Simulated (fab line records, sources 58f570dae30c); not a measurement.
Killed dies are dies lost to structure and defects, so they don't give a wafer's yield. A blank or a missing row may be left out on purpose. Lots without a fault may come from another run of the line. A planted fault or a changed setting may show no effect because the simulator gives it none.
Chamber matching | flow berkeley_cmos170 | UCB170_ZERO_ETCH_06 on rie_diel-04: 4 sister chambers
The step etches SiO2 in CHF3/CF4/Ar, time 12 s. 4 wafers are shown with their chamber, then 7 later ones without.

WAFERS WITH THEIR CHAMBER
wafer  | chamber | throttle_valve_pct (%)
L086.3 | 3       | 9.22
L088.2 | 1       | 8.96
L091.1 | 2       | 9.40
L091.3 | 0       | 9.01

WAFERS WITHOUT THEIR CHAMBER
wafer  | throttle_valve_pct (%)
L091.4 | 9.21
L094.3 | 8.97
L094.5 | 9.20
L094.6 | 9.39
L096.2 | 8.97
L096.3 | 9.00
L096.4 | 9.00

WHICH CHAMBER EACH WENT THROUGH
wafer  | from the rows above | in truth
L091.4 | 3                   | 3
L094.3 | 1                   | 1
L094.5 | 3                   | 3
L094.6 | 2                   | 2
L096.2 | 1                   | 1
L096.3 | 0                   | 0
L096.4 | 0                   | 0
Placed correctly: 7 of 7. Can't be placed from these rows: 0. Placed wrongly: 0.
How it was worked out, from the rows above alone: a wafer's distance from a chamber is the root of the sum, over the readings, of the square of ((its reading less the chamber's mean) divided by the reading's scatter). The wafer belongs to the nearest chamber; if the next one is less than 2 further off, it can't be placed. A chamber's mean is the mean of its shown wafers. The scatter: with one shown wafer a chamber, the root of the mean of the squares of how far each hidden wafer lies from its nearest shown one.
